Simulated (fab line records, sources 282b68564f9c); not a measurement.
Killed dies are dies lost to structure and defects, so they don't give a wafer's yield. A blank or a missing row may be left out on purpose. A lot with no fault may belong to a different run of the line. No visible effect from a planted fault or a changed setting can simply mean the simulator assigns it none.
fab line records	flow ritCmos
[record] lots = 6	wafers = 18	lastDay = 7
route steps=202 shown M1@184
lots that met no fault: from a run of the same line without faults
startH: the number of hours between the record's first day and the start of the first shown wafer of the lot	waitH: hours from the lot's prior step to this one	" repeats the value in the row above	L1.1+2: a single row standing in for several wafers	- either no value or no given start	* or withheld: withheld	< > ~ a bound
route shown NAME@n: a module of which the file shows steps, and the number in the route of the first	usual: mean/standard deviation taken from wafers without a fault	same: alike in all rows	chamber/n: place in a boat	sites: each site's reading	_std_site: the values' standard deviation	_edge_site: inner sites' mean taken away from outer sites' mean	radiusMm: how far each site lies from the wafer's centre	mask NAME#n: copy n	behind: tool/chamber where the wafer was last shaped	hold: reason for holding the lot/hours on hold/outcome of the hold	device: the transistor (n, p or np) that didn't switch	end of line: the same wafers' tests at the end of the route	where a step has no rows: the recipe by itself	killed: at the first sort, the dies lost to defects and structure; wafer yield is something else	map: per-die view of a wafer (x killed, . not killed, _ where there is no die)
set.NAME: setting as actually run; set.NAME@STEP: the setting as run at that earlier step	model.NAME: the simulator's own value behind a step, which no gauge read
a table for each step, a row for each wafer; lots at some steps of the route
services: a tool's chamber out of use, with start hour (startH, from the record's first day; less than 0 if before it), hours out, and reason
[[steps]]
[step RIT_M1_SPUTTER_00]
[recipe] material = Al	targetThkNm = 400	powerW = 2000	chamberPressurePa = 0.4	gas = Ar	timeS = 500	substrateTempC = 25
[usual] throttleValvePct = 30.3/1.2
lot.wafer	tool	chamber	startH	waitH	throttleValvePct
L408.3	pvdSputter-02	-	53.36	0.0	29.7
L408.4	"	-	"	"	30.3
L408.6	"	-	"	"	29.6
L412.1	pvdSputter-03	-	73.77	0.0	31.6
L412.3	"	-	"	"	29.7
L412.4	"	-	"	"	28.2
L413.3	pvdSputter-02	-	78.71	0.0	31.6
L413.5	"	-	"	"	30.4
L413.6	"	-	"	"	31.8
L424.3	pvdSputter-03	-	138.72	0.0	29.8
L424.4	"	-	"	"	28.0
L424.6	"	-	"	"	28.1
L426.3	pvdSputter-04	-	148.43	0.0	28.0
L426.4	"	-	"	"	30.7
L426.5	"	-	"	"	28.2
L429.1	pvdSputter-02	-	160.57	0.0	29.6
L429.2	"	-	"	"	30.1
L429.3	"	-	"	"	29.9
[step RIT_M1_RS_MEAS_01]
[recipe] thkMeasGauge = four-point-probe	reads = Al_of_M1_SPUTTER_00
[usual] M1_AL_RS = 0.0735/0.00098
lot.wafer	tool	chamber	startH	waitH	M1_AL_RS[ohm/sq]
L408.3	filmMetro-03	-	53.70	0.2	0.0715
L408.4	"	-	"	"	0.0731
L408.6	"	-	"	"	0.0720
L412.1	filmMetro-04	-	74.06	0.1	0.0731
L412.3	"	-	"	"	0.0729
L412.4	"	-	"	"	0.0719
L413.3	filmMetro-03	-	79.04	0.2	0.0736
L413.5	"	-	"	"	0.0733
L413.6	"	-	"	"	0.0742
L424.3	filmMetro-02	-	139.05	0.2	0.0737
L424.4	"	-	"	"	0.0726
L424.6	"	-	"	"	0.0718
L426.3	filmMetro-04	-	148.77	0.2	0.0737
L426.4	"	-	"	"	0.0727
L426.5	"	-	"	"	0.0729
L429.1	filmMetro-04	-	160.87	0.1	0.0724
L429.2	"	-	"	"	0.0732
L429.3	"	-	"	"	0.0713
[step RIT_M1_THK_MEAS_02]
[recipe] thkMeasGauge = xrf	reads = Al_of_M1_SPUTTER_00
[usual] M1_AL_THK = 407/5.9
lot.wafer	tool	chamber	startH	waitH	M1_AL_THK[nm]
L408.3	filmMetro-03	-	53.80	0.1	418
L408.4	"	-	"	"	410
L408.6	"	-	"	"	413
L412.1	filmMetro-04	-	74.18	0.1	410
L412.3	"	-	"	"	412
L412.4	"	-	"	"	420
L413.3	filmMetro-03	-	79.14	0.1	403
L413.5	"	-	"	"	404
L413.6	"	-	"	"	401
L424.3	filmMetro-02	-	139.15	0.1	405
L424.4	"	-	"	"	408
L424.6	"	-	"	"	416
L426.3	filmMetro-04	-	148.87	0.1	407
L426.4	"	-	"	"	417
L426.5	"	-	"	"	411
L429.1	filmMetro-04	-	160.99	0.1	413
L429.2	"	-	"	"	410
L429.3	"	-	"	"	423
[step RIT_M1_HMDS_03]
[recipe] primeTimeS = 60	primeTempC = 140
[step RIT_M1_COAT_04]
[recipe] resist = NOVOLAK	spinRpm = 2000	resistThkNm = 1300
[step RIT_M1_SOFTBAKE_05]
[recipe] resist = NOVOLAK	tempC = 90	timeS = 60
[step RIT_M1_EXPOSE_06]
[recipe] maskId = M12	na = 0.6	sourceShape = conventional	sigmaOuter = 0.5	targetCdNm = 2600	doseMj = 250
[step RIT_M1_PEB_07]
[recipe] resist = NOVOLAK	tempC = withheld	timeS = withheld
[step RIT_M1_DEVELOP_08]
[recipe] resist = NOVOLAK	developTimeS = 68	devTempC = 23
[step RIT_M1_CD_MEAS_09]
[recipe] targetCdNm = 2600
[usual] cdNm = 2600.4/2.5
lot.wafer	tool	chamber	startH	waitH	cdNm
L408.3	cdSem-02	-	54.96	-	2599.4
L408.4	"	-	"	"	2596.2
L408.6	"	-	"	"	2597.5
L412.1	cdSem-01	-	75.12	-	2597.1
L412.3	"	-	"	"	2597.7
L412.4	"	-	"	"	2595.7
L413.3	cdSem-02	-	80.10	-	2599.1
L413.5	"	-	"	"	2598.7
L413.6	"	-	"	"	2600.2
L424.3	cdSem-02	-	140.27	-	2596.3
L424.4	"	-	"	"	2596.1
L424.6	"	-	"	"	2598.2
L426.3	cdSem-01	-	149.95	-	2599.1
L426.4	"	-	"	"	2597.8
L426.5	"	-	"	"	2599.6
L429.1	cdSem-01	-	161.93	-	2606.5
L429.2	"	-	"	"	2604.5
L429.3	"	-	"	"	2603.2
[step RIT_M1_OVL_MEAS_10]
[usual] M1_OVL = 1.0/1.4
lot.wafer	tool	chamber	startH	waitH	M1_OVL[nm]
L408.3	overlay-01	-	55.05	0.1	2.8
L408.4	"	-	"	"	0.8
L408.6	"	-	"	"	1.5
L412.1	overlay-02	-	75.24	0.1	1.3
L412.3	"	-	"	"	2.2
L412.4	"	-	"	"	0.4
L413.3	overlay-02	-	80.20	0.1	0.9
L413.5	"	-	"	"	2.8
L413.6	"	-	"	"	3.2
L424.3	overlay-02	-	140.36	0.1	1.0
L424.4	"	-	"	"	0.8
L424.6	"	-	"	"	0.6
L426.3	overlay-02	-	150.05	0.1	1.8
L426.4	"	-	"	"	0.3
L426.5	"	-	"	"	-0.9
L429.1	overlay-02	-	162.05	0.1	2.5
L429.2	"	-	"	"	1.5
L429.3	"	-	"	"	2.5
[step RIT_M1_HARDBAKE_11]
[recipe] resist = NOVOLAK	tempC = 140	timeS = 120
[step RIT_M1_METAL_ETCH_12]
[recipe] stopOn = SiO2	chemistry = Cl2/BCl3	target = Al	timeS = 165	overEtchFrac = 0.5	pressureMtorr = 100	targetDepthA = 6000	rfW = 246.2	Cl2_flow_sccm = 60	bcl3FlowSccm = 50
[usual] bcl3FlowSccm = 50.00/0.15	chamberPressureMTorr = 100.00/0.081	drypumpMotorCurrentA = 5.4/0.49	oesProductAu = 0.773/0.012	throttleValvePct = 8.24/0.18
lot.wafer	tool	chamber	startH	waitH	bcl3FlowSccm	chamberPressureMTorr	drypumpMotorCurrentA	oesProductAu	rfHoursCounterH	throttleValvePct	model.NOVOLAK_of_M1_COAT_04.thkNm	model.SiO2_of_CONTACT_CVD_00.thkNm
L408.3	rieMetal-03	0	55.43	0.2	49.86	99.92	5.8	0.792	-	8.01	798.2	347.8
L408.4	"	0	"	"	49.90	99.87	5.8	0.774	-	8.01	798.7	354.8
L408.6	"	0	"	"	49.95	100.01	5.8	0.779	-	8.02	796.6	361.2
L412.1	rieMetal-02	0	75.53	0.2	-	-	-	-	-	-	1133	385.8
L412.3	"	0	"	"	-	-	-	-	-	-	1131	380
L412.4	"	1	"	"	-	-	-	-	-	-	1131	398.5
L413.3	rieMetal-01	1	80.52	0.2	-	-	-	-	-	-	1138	382.5
L413.5	"	0	"	"	-	-	-	-	-	-	1135	401.6
L413.6	"	1	"	"	-	-	-	-	-	-	1136	398.1
L424.3	rieMetal-02	1	140.69	0.2	49.80	100.02	5.9	0.759	-	8.41	806.1	351.9
L424.4	"	0	"	"	49.91	99.99	4.8	0.782	-	8.06	787.9	355
L424.6	"	1	"	"	49.84	100.11	5.9	0.767	-	8.39	810.6	367.6
L426.3	rieMetal-02	1	150.37	0.2	49.90	100.04	5.9	0.756	-	8.37	807.5	349.9
L426.4	"	0	"	"	49.96	99.99	4.8	0.778	-	8.05	786.2	357.6
L426.5	"	0	"	"	50.18	99.99	4.8	0.773	-	8.05	786.4	355.3
L429.1	rieMetal-02	1	162.33	0.2	49.97	100.12	5.9	0.759	2	8.41	812	352.1
L429.2	"	0	"	"	49.75	99.93	4.8	0.772	2	8.06	790.7	350.9
L429.3	"	1	"	"	50.05	99.94	5.9	0.779	-	8.39	808.4	350.2
[step RIT_M1_STRIP_13]
[recipe] chemistry = nmp	resist = NOVOLAK	tempC = 80	timeS = 600	dry = n2Spin
[step RIT_M1_STRIP_14]
[recipe] chemistry = O2	timeS = 180	platenTempC = withheld	powerW = 500	pressureMtorr = 4000	o2FlowSccm = 4000
[usual] drypumpMotorCurrentA = 6.0/0.64	rfReflPowerW = 5.6/0.91
lot.wafer	tool	chamber	startH	waitH	drypumpMotorCurrentA	rfHoursCounterH	rfReflPowerW
L408.3	plasmaAsher-01	0	56.09	0.1	6.8	-	5.3
L408.4	"	1	"	"	5.6	-	4.1
L408.6	"	1	"	"	5.6	-	4.3
L412.1	plasmaAsher-03	0	76.04	0.0	6.2	42	6.9
L412.3	"	1	"	"	4.9	-	5.2
L412.4	"	0	"	"	6.2	-	7.0
L413.3	plasmaAsher-03	1	80.88	0.1	4.9	-	5.5
L413.5	"	1	"	"	4.9	-	5.4
L413.6	"	0	"	"	6.2	-	7.3
L424.3	plasmaAsher-01	0	141.03	0.1	6.8	-	5.4
L424.4	"	1	"	"	5.6	-	4.4
L424.6	"	0	"	"	6.8	-	5.7
L426.3	plasmaAsher-01	1	150.72	0.1	5.6	-	4.4
L426.4	"	0	"	"	6.8	-	5.6
L426.5	"	1	"	"	5.6	-	4.2
L429.1	plasmaAsher-01	1	162.85	0.0	5.6	53	4.2
L429.2	"	0	"	"	6.8	53	5.3
L429.3	"	0	"	"	6.8	-	5.2
[step RIT_M1_CD_MEAS_90]
[recipe] targetCdNm = 2600
[usual] cdNm = 2602/3.4
lot.wafer	tool	chamber	startH	waitH	cdNm
L408.3	cdSem-01	-	56.25	0.1	2598
L408.4	"	-	"	"	2595
L408.6	"	-	"	"	2596
L412.1	cdSem-01	-	76.22	0.1	-
L412.3	"	-	"	"	-
L412.4	"	-	"	"	-
L413.3	cdSem-02	-	81.04	0.1	-
L413.5	"	-	"	"	-
L413.6	"	-	"	"	-
L424.3	cdSem-02	-	141.19	0.1	2600
L424.4	"	-	"	"	2595
L424.6	"	-	"	"	2601
L426.3	cdSem-02	-	150.87	0.1	2604
L426.4	"	-	"	"	2596
L426.5	"	-	"	"	2598
L429.1	cdSem-02	-	163.02	0.1	2609
L429.2	"	-	"	"	2603
L429.3	"	-	"	"	2605
[step RIT_M1_ANNEAL_15]
[recipe] tempC = 450	timeS = 1800	ambient = forming_gas_H2N2
[step RIT_M1_PROBE_99]
[usual] defectLimitedYield = 97.3/1.2	killed_at_M0_to_M3 = 0.1/0.34	killedAtContacts = 0.1/0.26	killedAtFrontEnd = 7/3.1	killedDies = 7/3.1	killedOnRim = 1.9/1.5	killedOpen = 3.5/1.9	killedShort = 3.4/2.1	sort_bin_3_pad_short = 0.2/0.27	sort_bin_5_function = 1.5/0.79	sort_bin_6_memory = 1.0/0.63	sortNPass = 257/3.1	sortYieldPct = 97.3/1.2
[same] grossDies = 264	killed_at_M4_up = 0	killedAtBackSide = 0	killedAtOther = 0
lot.wafer	tool	chamber	startH	waitH	defectLimitedYield[%]	killed_at_M0_to_M3	killedAtContacts	killedAtFrontEnd	killedDies	killedOnRim	killedOpen	killedShort	sort_bin_3_pad_short[%]	sort_bin_5_function[%]	sort_bin_6_memory[%]	sortNPass	sortYieldPct[%]
L408.3	prober-01	-	58.55	0.2	97.7	0	1	5	6	3	3	3	0	1.5	0.8	258	97.7
L408.4	prober-01	-	58.60	0.2	99.2	0	0	2	2	0	1	1	0.4	0.4	0	262	99.2
L408.6	prober-01	-	58.70	0.2	97.0	0	0	8	8	1	5	3	0.4	1.1	1.5	256	97.0
L412.1	prober-02	-	77.96	0.1	0	257	0	7	264	70	3	4	0	99.2	0.8	0	0
L412.3	prober-02	-	78.06	0.2	0	252	0	12	264	70	4	8	0.8	97.7	1.5	0	0
L412.4	prober-02	-	78.11	0.2	0	251	0	13	264	70	7	6	0.4	97.7	1.9	0	0
L413.3	prober-01	-	83.77	0.2	0	253	0	11	264	70	5	6	0.4	97.7	1.9	0	0
L413.5	prober-01	-	83.87	0.2	0	261	0	3	264	70	1	2	0.4	99.2	0.4	0	0
L413.6	prober-01	-	83.92	0.2	0	258	0	6	264	70	3	3	0	99.6	0.4	0	0
L424.3	prober-02	-	142.99	0.2	97.7	0	0	6	6	1	2	4	0	1.1	1.1	258	97.7
L424.4	prober-02	-	143.04	0.2	96.6	0	0	9	9	1	2	7	0.8	1.5	1.1	255	96.6
L424.6	prober-02	-	143.14	0.2	95.8	0	1	10	11	6	6	5	0.4	3.0	0.8	253	95.8
L426.3	prober-02	-	152.67	0.2	98.5	0	0	4	4	0	3	1	0	1.1	0.4	260	98.5
L426.4	prober-02	-	152.72	0.2	98.5	0	0	4	4	2	2	2	0	1.1	0.4	260	98.5
L426.5	prober-02	-	152.77	0.2	97.3	0	0	7	7	2	4	3	0	1.9	0.8	257	97.3
L429.1	prober-01	-	164.76	0.1	96.6	0	0	9	9	3	6	3	0	2.3	1.1	255	96.6
L429.2	prober-01	-	164.81	0.1	98.1	0	0	5	5	2	4	1	0	0.8	1.1	259	98.1
L429.3	prober-01	-	164.86	0.2	98.1	0	0	5	5	2	4	1	0	1.5	0.4	259	98.1
// killed by level:class
L408.3 SILICIDE:geometricParticle:short=2 SPACER:geometricParticle:short=1 SPACER:geometricParticle:open=1 SILICIDE:geometricParticle:open=1 CONTACT:geometricParticle:open=1
L408.4 GATE:geometricParticle:short=1 SILICIDE:geometricParticle:open=1
L408.6 FOX1:geometricParticle:open=3 GATE:geometricParticle:short=2 GATE:geometricParticle:open=1 REOX:geometricParticle:short=1 SPACER:geometricParticle:open=1
L412.1 M1:areaEtch=257 FOX2:geometricParticle:open=2 FOX1:geometricParticle:short=1 FOX2:geometricParticle:short=1 GATE:geometricParticle:open=1 GATE:geometricParticle:short=1 SPACER:geometricParticle:short=1
L412.3 M1:areaEtch=252 FOX2:geometricParticle:short=2 SPACER:geometricParticle:open=2 SPACER:geometricParticle:short=2 SILICIDE:geometricParticle:short=2 FOX1:geometricParticle:short=1 FOX2:geometricParticle:open=1 GATE:geometricParticle:short=1
L412.4 M1:areaEtch=251 FOX2:geometricParticle:open=3 GATE:geometricParticle:open=3 FOX2:geometricParticle:short=2 GATE:geometricParticle:short=2 FOX1:geometricParticle:short=1 FOX1:geometricParticle:open=1 REOX:geometricParticle:short=1
L413.3 M1:areaEtch=253 GATE:geometricParticle:short=4 FOX1:geometricParticle:open=2 FOX2:geometricParticle:open=1 GATE:geometricParticle:open=1 SPACER:geometricParticle:short=1 SPACER:geometricParticle:open=1 SILICIDE:geometricParticle:short=1
L413.5 M1:areaEtch=261 GATE:geometricParticle:short=2 FOX1:geometricParticle:open=1
L413.6 M1:areaEtch=258 FOX2:geometricParticle:open=2 GATE:geometricParticle:short=1 REOX:geometricParticle:short=1 REOX:geometricParticle:open=1 SPACER:geometricParticle:short=1
L424.3 GATE:geometricParticle:short=2 GATE:geometricParticle:open=1 REOX:geometricParticle:short=1 REOX:geometricParticle:open=1 SILICIDE:geometricParticle:short=1
L424.4 REOX:geometricParticle:short=4 GATE:geometricParticle:short=3 SILICIDE:geometricParticle:open=2
L424.6 GATE:geometricParticle:short=4 GATE:geometricParticle:open=4 FOX1:geometricParticle:short=1 FOX1:geometricParticle:open=1 CONTACT:geometricParticle:open=1
L426.3 FOX1:geometricParticle:open=1 GATE:geometricParticle:open=1 REOX:geometricParticle:open=1 SILICIDE:geometricParticle:short=1
L426.4 FOX2:geometricParticle:open=2 FOX1:geometricParticle:short=1 GATE:geometricParticle:short=1
L426.5 GATE:geometricParticle:open=2 SILICIDE:geometricParticle:open=2 FOX1:geometricParticle:short=1 GATE:geometricParticle:short=1 SPACER:geometricParticle:short=1
L429.1 GATE:geometricParticle:open=2 SILICIDE:geometricParticle:open=2 FOX1:geometricParticle:open=1 FOX2:geometricParticle:open=1 GATE:geometricParticle:short=1 REOX:geometricParticle:short=1 SILICIDE:geometricParticle:short=1
L429.2 FOX1:geometricParticle:open=2 FOX1:geometricParticle:short=1 GATE:geometricParticle:open=1 REOX:geometricParticle:open=1
L429.3 GATE:geometricParticle:open=3 GATE:geometricParticle:short=1 REOX:geometricParticle:open=1
// map L412.1 (x killed, . not)
________xxxxxxx_______
_____xxxxxxxxxxxxx____
____xxxxxxxxxxxxxxx___
___xxxxxxxxxxxxxxxxx__
__xxxxxxxxxxxxxxxxxxx_
__xxxxxxxxxxxxxxxxxxx_
_xxxxxxxxxxxxxxxxxxxxx
_xxxxxxxxxxxxxxxxxxxxx
_xxxxxxxxxxxxxxxxxxxxx
_xxxxxxxxxxxxxxxxxxxxx
__xxxxxxxxxxxxxxxxxxx_
__xxxxxxxxxxxxxxxxxxx_
___xxxxxxxxxxxxxxxxx__
____xxxxxxxxxxxxxxx___
_____xxxxxxxxxxxxx____
________xxxxxxx_______
// map L413.3 (x killed, . not)
________xxxxxxx_______
_____xxxxxxxxxxxxx____
____xxxxxxxxxxxxxxx___
___xxxxxxxxxxxxxxxxx__
__xxxxxxxxxxxxxxxxxxx_
__xxxxxxxxxxxxxxxxxxx_
_xxxxxxxxxxxxxxxxxxxxx
_xxxxxxxxxxxxxxxxxxxxx
_xxxxxxxxxxxxxxxxxxxxx
_xxxxxxxxxxxxxxxxxxxxx
__xxxxxxxxxxxxxxxxxxx_
__xxxxxxxxxxxxxxxxxxx_
___xxxxxxxxxxxxxxxxx__
____xxxxxxxxxxxxxxx___
_____xxxxxxxxxxxxx____
________xxxxxxx_______
[[services]]
tool	chamber	startH	hours	kind
pvdSputter-03	-	32.17	2.1	repair
rieMetal-03	1	51.20	18.5	repair
plasmaAsher-01	-	59.59	11.9	repair
rieMetal-01	-	97.12	1.4	pm
pvdSputter-04	-	97.90	2.4	repair
pvdSputter-04	-	100.49	1.0	repair
rieMetal-01	-	104.26	0.2	repair
rieMetal-03	-	105.44	2.8	pm
rieMetal-01	-	136.12	20.0	pm
rieMetal-01	0	136.12	20.0	ventCycle
rieMetal-01	1	136.12	20.0	ventCycle
rieMetal-01	0	156.12	-	clean
rieMetal-01	1	156.12	-	clean
plasmaAsher-03	-	160.65	8.0	repair
[[key]]
[firstSign] step = RIT_M1_METAL_ETCH_12	reading = toolRecord	direction = missing
[effect] step = RIT_M1_CD_MEAS_90	reading = cdNm	direction = missing
[effect] step = RIT_M1_PROBE_99	reading = killed_at_M0_to_M3	direction = up	sigmas = 99+	usual = 0.1	struck = 255.3
[modelEffect] step = RIT_M1_METAL_ETCH_12	value = NOVOLAK_of_M1_COAT_04.thkNm	without = 806.9	struck = 1134
[moreKillsBornAt] RIT_M1_METAL_ETCH_12@rieMetal-01 = 772	RIT_M1_METAL_ETCH_12@rieMetal-02 = 760
metAt RIT_M1_METAL_ETCH_12
struckWafers L412.1,L412.3,L412.4,L413.3,L413.5,L413.6
laterRowsLeftOut L412.1,L412.3,L412.4,L413.3,L413.5,L413.6
[fault] kind = skippedStepWhole	tool = rieMetal-01,rieMetal-02	chamber = -	onsetH = 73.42	steps = RIT_M1_METAL_ETCH_12	scope = struckLotsOnly
// laterRowsLeftOut: the simulator's readings of these wafers behind a module that went badly wrong aren't trusted and aren't shown, but for the sort
